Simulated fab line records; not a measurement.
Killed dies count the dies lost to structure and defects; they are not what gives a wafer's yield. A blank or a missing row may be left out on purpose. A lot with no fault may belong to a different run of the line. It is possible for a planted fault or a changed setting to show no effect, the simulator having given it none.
Struck lot and sound lot, side by side	flow rit_cmos	44 out of 202 route steps
Sound: wafers L711.2, L711.3, L711.5. The struck wafers were L719.3, L719.4, L719.6. The cause is given at the end.
Order at every step that has rows: each side's tool, ch and its chambers, its first start. Under that, the readings that differ: sound wafers	struck wafers	difference of the means	sigmas: that difference in standard deviations of wafers without a fault.
alike: readings whose means differ by less than 2 such deviations, and words and numbers that are the same on both sides. not compared: withheld readings, readings that some wafer has no value for, bounds like >300 that may hide the same value, and numbers for which the record gives no deviation and whose values overlap.
The two part at a step that has a row with sigmas, a row that says differs or no value, or rows on one side only. Non-overlapping numbers with no deviation appear without sigmas and do not part them. A reading missing from all wafers of one side parts the sides only when that side holds two or more wafers.

first, 3 steps without rows for these wafers: RIT_REOX_CLEAN_01 (cleans in dHF, time 30 s); RIT_REOX_CLEAN_02 (cleans in SC2, time 600 s); RIT_REOX_OXIDATION_03 (target thk 25.2 nm, ox time 5580 s).
RIT_REOX_THK_MEAS_04:
  sound on film_metro-03, day 3 21:37; struck on film_metro-02, day 5 15:25
  alike: REOX_OXIDE_THK
then, 6 steps without rows for these wafers: RIT_NLDD_HMDS_00 (prime time 60 s); RIT_NLDD_COAT_01 (resist thk 1000 nm); RIT_NLDD_SOFTBAKE_02 (time 60 s); RIT_NLDD_EXPOSE_03 (exposes mask M7, target cd 40700 nm); RIT_NLDD_PEB_04; RIT_NLDD_DEVELOP_05 (develop time 50 s).
RIT_NLDD_OVL_MEAS_06:
  sound on overlay-02, day 3 22:38; struck on overlay-02, day 5 16:32
  alike: NLDD_OVL
then, 1 step without rows for these wafers: RIT_NLDD_HARDBAKE_07 (time 60 s).
RIT_NLDD_IMPLANT_08:
  sound on implanter-02 ch 0, day 3 22:51; struck on implanter-04 ch 0, day 5 16:46
reading	sound	struck	difference	sigmas
dose_ions_cm2	4.993e+14 4.998e+14 4.993e+14	4.599e+14 4.591e+14 4.603e+14	-3.970e+13	-74
faraday_current_uA	1581 1562 1650	1475 1457 1448	-138	-4
RIT_NLDD_STRIP_09: strips in O2, time 180 s.
  sound on plasma_asher-03 ch 0,1, day 3 22:58; struck on plasma_asher-04 ch 0,1, day 5 16:55
  alike: chamber_pressure_mTorr, drypump_motor_current_A
  not compared: rf_hours_counter_h
RIT_NLDD_TW_MEAS_10:
  sound on film_metro-03, day 3 23:10; struck on film_metro-02, day 5 17:04
reading	sound	struck	difference	sigmas
NLDD_TW	2477 2465 2461	2411 2407 2411	-58	-4
then, 6 steps without rows for these wafers: RIT_PLDD_HMDS_00 (prime time 60 s); RIT_PLDD_COAT_01 (resist thk 1000 nm); RIT_PLDD_SOFTBAKE_02 (time 60 s); RIT_PLDD_EXPOSE_03 (exposes mask M8, target cd 40900 nm); RIT_PLDD_PEB_04; RIT_PLDD_DEVELOP_05 (develop time 50 s).
RIT_PLDD_OVL_MEAS_06:
  sound on overlay-02, day 4 00:04; struck on overlay-02, day 5 18:05
  alike: PLDD_OVL
then, 2 steps without rows for these wafers: RIT_PLDD_HARDBAKE_07 (time 60 s); RIT_PLDD_IMPLANT_08.
RIT_PLDD_STRIP_09: strips in O2, time 180 s.
  sound on plasma_asher-04 ch 0,1, day 4 00:24; struck on plasma_asher-04 ch 0,1, day 5 18:28
  alike: chamber_pressure_mTorr, drypump_motor_current_A
  not compared: rf_hours_counter_h
RIT_PLDD_TW_MEAS_10:
  sound on film_metro-02, day 4 00:35; struck on film_metro-02, day 5 18:36
  alike: PLDD_TW
then, 4 steps without rows for these wafers: RIT_SPACER_CLEAN_00 (cleans in SC1, time 600 s); RIT_SPACER_CLEAN_01 (cleans in dHF, time 30 s); RIT_SPACER_CLEAN_02 (cleans in SC2, time 600 s); RIT_SPACER_CVD_03 (deposits Si3N4 from SiH2Cl2/NH3, target thk 250 nm, time 3300 s).
RIT_SPACER_THK_MEAS_04:
  sound on film_metro-03, day 4 02:56; struck on film_metro-04, day 5 21:07
  alike: SPACER_NITRIDE_THK
RIT_SPACER_ETCHBACK_05: etches Si3N4 in SF6/CHF3, stops on SiO2, target depth 250 nm, time 240 s.
  sound on rie_diel-04 ch 1,3, day 4 02:59; struck on rie_diel-03 ch 1,2,3, day 5 21:10
  alike: SF6_flow_sccm, chamber_pressure_mTorr, drypump_motor_current_A, oes_product_au, throttle_valve_pct
  not compared: rf_hours_counter_h
then, 6 steps without rows for these wafers: RIT_NSD_HMDS_00 (prime time 60 s); RIT_NSD_COAT_01 (resist thk 1000 nm); RIT_NSD_SOFTBAKE_02 (time 60 s); RIT_NSD_EXPOSE_03 (exposes mask M9, target cd 40700 nm); RIT_NSD_PEB_04; RIT_NSD_DEVELOP_05 (develop time 50 s).
RIT_NSD_OVL_MEAS_06:
  sound on overlay-02, day 4 04:08; struck on overlay-01, day 5 22:10
  alike: NSD_OVL
then, 2 steps without rows for these wafers: RIT_NSD_HARDBAKE_07 (time 60 s); RIT_NSD_IMPLANT_08.
RIT_NSD_STRIP_09: strips in O2, time 180 s.
  sound on plasma_asher-01 ch 0,1, day 4 04:28; struck on plasma_asher-02 ch 0,1, day 5 22:34
  alike: chamber_pressure_mTorr, drypump_motor_current_A
  not compared: rf_hours_counter_h
RIT_SDANNEAL_RS_MEAS_07: measures by four-point-probe.
  sound on film_metro-02, day 4 07:07; struck on film_metro-02, day 6 01:07
reading	sound	struck	difference	sigmas
NLDD_RS (ohm/sq)	152.0 152.1 152.1	162.7 163.1 162.8	+10.8	+19
RIT_M1_PROBE_99:
  sound on prober-02, day 4 14:20; struck on prober-02, day 6 08:57
reading	sound	struck	difference	sigmas
model.etest.nldd.rs_ohm_sq	384.5 376.1 388.5	406.1 397.1 405.2	+19.8	
model.etest.nmos_turned.drive_ua_um	308.4 319.8 305	285 288.2 290.1	-23	
model.etest.nldd.line_ohm_um	120.9 118.3 121.4	127.9 125.3 128	+6.9	
model.etest.nmos_turned.isub_log10_a_um	-7.228 -7.15 -7.257	-7.304 -7.325 -7.287	-0.094	
model.etest.nmos_turned.overlap_ff_um	0.3583 0.3622 0.357	0.3457 0.3505 0.3474	-0.0113	
model.etest.nmos_0p15.overlap_ff_um	0.239 0.2434 0.236	0.2253 0.2283 0.2285	-0.0121	
  alike: killed_at_M0_to_M3, killed_at_contacts, killed_at_front_end, killed_dies, killed_open, killed_short
  not compared: model.etest.nmos_0p15.r_on_ohm_um

## WHERE THEY PART
First at RIT_NLDD_IMPLANT_08; last, within this record, at RIT_SDANNEAL_RS_MEAS_07. Later steps at which nothing parts them and some readings are alike: RIT_M1_PROBE_99.

WHY: what the simulator had put in
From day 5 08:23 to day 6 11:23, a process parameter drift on implanter-04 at RIT_NLDD_IMPLANT_08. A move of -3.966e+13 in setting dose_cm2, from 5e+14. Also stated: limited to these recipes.
